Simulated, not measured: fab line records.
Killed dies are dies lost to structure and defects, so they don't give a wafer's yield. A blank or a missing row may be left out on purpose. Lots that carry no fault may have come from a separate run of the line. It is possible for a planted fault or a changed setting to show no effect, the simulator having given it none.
Comparing a struck lot with a sound one | flow rit_cmos | 15 steps out of a route of 202
Sound: these wafers, L531.1, L531.4, L531.6. Struck: wafers L537.4, L537.5, L537.6. The cause comes at the end.
At each step with rows: each side's tool, then ch and its chambers, then its first start. Under that, the readings that differ: sound wafers | struck wafers | difference of the means | sigmas: that difference in standard deviations of wafers without a fault.
alike: words and numbers the same on both sides, and readings whose means are apart by under 2 such deviations; not compared: readings that were withheld, readings missing a value for some wafer, numbers with overlapping values and no deviation given by the record, and bounds like >300 which may hide the same value.
A row with sigmas, a row that says differs or no value, or rows on one side alone: a step with any of these is where the two part. Numbers that have no deviation but don't overlap get no sigmas and don't part them. A reading that every wafer of one side lacks parts them only if that side has two wafers or more.

RIT_FOX2_THK_MEAS_01:
  sound: film_metro-02 at day 2 15:26; struck: film_metro-02 at day 3 20:53
  alike: FOX2_OXIDE_THK
then, 2 steps without rows for these wafers: RIT_FOX2_CLEAN_02 (cleans in dHF, time 180 s); RIT_FOX2_WET_ETCH_03 (etches Si3N4 in H3PO4, target depth 195 nm, time 2700 s).
RIT_FOX2_THK_MEAS_90:
  sound: film_metro-04 at day 2 16:19; struck: film_metro-02 at day 3 21:50
  alike: FIELD_OXIDE_LEFT_1_THK
then, 6 steps without rows for these wafers: RIT_NWELL_HMDS_00 (prime time 60 s); RIT_NWELL_COAT_01 (resist thk 1300 nm); RIT_NWELL_SOFTBAKE_02 (time 60 s); RIT_NWELL_EXPOSE_03 (exposes mask M2, target cd 43900 nm); RIT_NWELL_PEB_04; RIT_NWELL_DEVELOP_05 (develop time 68 s).
RIT_NWELL_OVL_MEAS_06:
  sound: overlay-02 at day 2 17:18; struck: overlay-01 at day 3 22:46
  alike: NWELL_OVL
then, 1 step without rows for these wafers: RIT_NWELL_HARDBAKE_07 (time 120 s).
RIT_NWELL_IMPLANT_08:
  sound on implanter-02 ch 0, day 2 17:35; struck on implanter-02 ch 0, day 3 23:07
  reading            | sound                        | struck                        | difference | sigmas
  dose_ions_cm2      | 5.01e+13 5.009e+13 5.009e+13 | 4.992e+13 4.997e+13 4.992e+13 | -1.567e+11 | -3
  tilt_deg (degrees) | 6.994 7.002 7.011            | 6.616 6.616 6.596             | -0.393     | -20
  alike: beam_on_s
RIT_NWELL_STRIP_09: strips in O2, time 180 s.
  sound on plasma_asher-02 ch 0, day 2 17:44; struck on plasma_asher-02 ch 0,1, day 3 23:14
  reading             | sound          | struck         | difference | sigmas
  o2_flow_sccm (sccm) | 3984 3997 3985 | 4028 4002 4012 | +25        | +2
  alike: drypump_motor_current_A, rf_refl_power_W
  not compared: rf_hours_counter_h
RIT_M1_PROBE_99:
  rows exist in the record for the sound wafers here (prober-01, day 4 07:03), none for the struck ones

== WHERE THEY PART ==
First at RIT_NWELL_IMPLANT_08; last, within this record, at RIT_M1_PROBE_99.

WHY: what had been put in by the simulator
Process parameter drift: implanter-02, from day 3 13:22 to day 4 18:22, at RIT_NWELL_IMPLANT_08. Setting tilt_deg, moved by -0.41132, from 7. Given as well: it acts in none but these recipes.
